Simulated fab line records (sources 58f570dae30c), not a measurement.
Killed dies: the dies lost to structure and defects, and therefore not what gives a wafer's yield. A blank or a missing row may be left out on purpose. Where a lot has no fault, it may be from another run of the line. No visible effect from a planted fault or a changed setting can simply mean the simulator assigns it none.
Check of tool commonality || flow berkeley_cmos170 || 45 wafers sampled across 15 lots

## WHY THIS WAS OPENED
At UCB170_START_THK_MEAS_03 the reading START_OXIDE_THK is flagged on 3 of 15 lots. Fault-free wafers read 20.1 nm, with a standard deviation of 0.42.
Rule: a lot gets a flag if all its wafers with a number sit over 4 standard deviations from that mean, or if no wafer of it has a number. All remaining lots are regarded as sound.

{"lot": "L152", "measured": "day 1 14:23", "on": "film_metro-04", "START_OXIDE_THK (nm), wafer by wafer": "20.6 20.4 20.2", "flag": ""}
{"lot": "L153", "measured": "day 1 18:44", "on": "film_metro-01", "START_OXIDE_THK (nm), wafer by wafer": "19.9 20.0 19.9", "flag": ""}
{"lot": "L154", "measured": "day 2 00:38", "on": "film_metro-01", "START_OXIDE_THK (nm), wafer by wafer": "20.1 20.3 19.9", "flag": ""}
{"lot": "L155", "measured": "day 2 05:47", "on": "film_metro-04", "START_OXIDE_THK (nm), wafer by wafer": "20.1 20.1 20.3", "flag": ""}
{"lot": "L156", "measured": "day 2 10:23", "on": "film_metro-02", "START_OXIDE_THK (nm), wafer by wafer": "19.6 19.5 19.4", "flag": ""}
{"lot": "L157", "measured": "day 2 17:35", "on": "film_metro-02", "START_OXIDE_THK (nm), wafer by wafer": "21.1 20.7 20.9", "flag": ""}
{"lot": "L158", "measured": "day 2 22:31", "on": "film_metro-01", "START_OXIDE_THK (nm), wafer by wafer": "19.8 20.3 19.7", "flag": ""}
{"lot": "L160", "measured": "day 3 05:49", "on": "film_metro-01", "START_OXIDE_THK (nm), wafer by wafer": "20.4 20.5 20.0", "flag": ""}
{"lot": "L161", "measured": "day 3 12:29", "on": "film_metro-02", "START_OXIDE_THK (nm), wafer by wafer": "20.4 20.0 19.7", "flag": ""}
{"lot": "L162", "measured": "day 3 16:49", "on": "film_metro-01", "START_OXIDE_THK (nm), wafer by wafer": "20.8 20.8 20.7", "flag": ""}
{"lot": "L164", "measured": "day 4 03:20", "on": "film_metro-01", "START_OXIDE_THK (nm), wafer by wafer": "29.6 30.3 29.9", "flag": "FLAGGED"}
{"lot": "L165", "measured": "day 4 09:50", "on": "film_metro-02", "START_OXIDE_THK (nm), wafer by wafer": "31.3 30.7 30.4", "flag": "FLAGGED"}
{"lot": "L166", "measured": "day 4 11:41", "on": "film_metro-01", "START_OXIDE_THK (nm), wafer by wafer": "20.1 20.0 20.3", "flag": ""}
{"lot": "L169", "measured": "day 5 13:52", "on": "film_metro-01", "START_OXIDE_THK (nm), wafer by wafer": "31.1 31.2 31.2", "flag": "FLAGGED"}
{"lot": "L175", "measured": "day 6 09:47", "on": "film_metro-02", "START_OXIDE_THK (nm), wafer by wafer": "19.6 20.0 20.0", "flag": ""}
Average over the flagged lots: 30.6 nm; offset from the usual +10.5 nm, equal to +25 standard deviations.

## EACH LOT AND THE TOOL IT RAN ON
The record holds 1 process step before the reading, out of a route of 331 steps. In each cell: the tool, then ch and the chambers that the sampled wafers went through, then the start.
{"lot": "L152", "flag": "", "UCB170_START_OXIDATION_02": "furnace-01 ch 0, day 1 12:53"}
{"lot": "L153", "flag": "", "UCB170_START_OXIDATION_02": "furnace-02 ch 0, day 1 17:14"}
{"lot": "L154", "flag": "", "UCB170_START_OXIDATION_02": "furnace-01 ch 0, day 1 23:08"}
{"lot": "L155", "flag": "", "UCB170_START_OXIDATION_02": "furnace-02 ch 0, day 2 04:17"}
{"lot": "L156", "flag": "", "UCB170_START_OXIDATION_02": "furnace-03 ch 0, day 2 08:53"}
{"lot": "L157", "flag": "", "UCB170_START_OXIDATION_02": "furnace-01 ch 0, day 2 16:05"}
{"lot": "L158", "flag": "", "UCB170_START_OXIDATION_02": "furnace-02 ch 0, day 2 20:59"}
{"lot": "L160", "flag": "", "UCB170_START_OXIDATION_02": "furnace-01 ch 0, day 3 04:19"}
{"lot": "L161", "flag": "", "UCB170_START_OXIDATION_02": "furnace-02 ch 0, day 3 10:59"}
{"lot": "L162", "flag": "", "UCB170_START_OXIDATION_02": "furnace-01 ch 0, day 3 15:19"}
{"lot": "L164", "flag": "FLAGGED", "UCB170_START_OXIDATION_02": "furnace-03 ch 0, day 3 23:43 and furnace-02 ch 0, day 4 01:50"}
{"lot": "L165", "flag": "FLAGGED", "UCB170_START_OXIDATION_02": "furnace-01 ch 0, day 4 05:46 and furnace-03 ch 0, day 4 08:19"}
{"lot": "L166", "flag": "", "UCB170_START_OXIDATION_02": "furnace-01 ch 0, day 4 10:10"}
{"lot": "L169", "flag": "FLAGGED", "UCB170_START_OXIDATION_02": "furnace-03 ch 0, day 5 06:52"}
{"lot": "L175", "flag": "", "UCB170_START_OXIDATION_02": "furnace-01 ch 0, day 6 08:16"}
What these steps do:
- UCB170_START_OXIDATION_02: target thk 20 nm, ox time 1800 s.
- UCB170_START_THK_MEAS_03

## FLAGGED OVER TOTAL, TOOL BY TOOL (the gauges that took the reading come last)
{"step": "UCB170_START_OXIDATION_02", "tool": "furnace-01", "lots run": 8, "flagged": 1, "share of the flagged lots": "some", "sound lots run after its first flagged lot": "2 (L166,L175)"}
{"step": "UCB170_START_OXIDATION_02", "tool": "furnace-02", "lots run": 5, "flagged": 1, "share of the flagged lots": "some", "sound lots run after its first flagged lot": 0}
{"step": "UCB170_START_OXIDATION_02", "tool": "furnace-03", "lots run": 4, "flagged": 3, "share of the flagged lots": "all", "sound lots run after its first flagged lot": 0}
{"step": "UCB170_START_THK_MEAS_03", "tool": "film_metro-01", "lots run": 8, "flagged": 2, "share of the flagged lots": "some", "sound lots run after its first flagged lot": "1 (L166)"}
{"step": "UCB170_START_THK_MEAS_03", "tool": "film_metro-02", "lots run": 5, "flagged": 1, "share of the flagged lots": "some", "sound lots run after its first flagged lot": "1 (L175)"}
{"step": "UCB170_START_THK_MEAS_03", "tool": "film_metro-04", "lots run": 2, "flagged": 0, "share of the flagged lots": "none", "sound lots run after its first flagged lot": "-"}

## THE TABLE: WHAT IT ALLOWS
In the table, 1 row covers all flagged lots: furnace-03 at UCB170_START_OXIDATION_02.
- furnace-03 at UCB170_START_OXIDATION_02 ran 4 lots, 3 of them flagged. A fault beginning between L156 (day 2 08:53), its last sound lot, and L164 (day 3 23:43), its first flagged one, fits the data.
Left over: one tool, furnace-03 at UCB170_START_OXIDATION_02.

## WHAT THE SIMULATOR HAD INSERTED
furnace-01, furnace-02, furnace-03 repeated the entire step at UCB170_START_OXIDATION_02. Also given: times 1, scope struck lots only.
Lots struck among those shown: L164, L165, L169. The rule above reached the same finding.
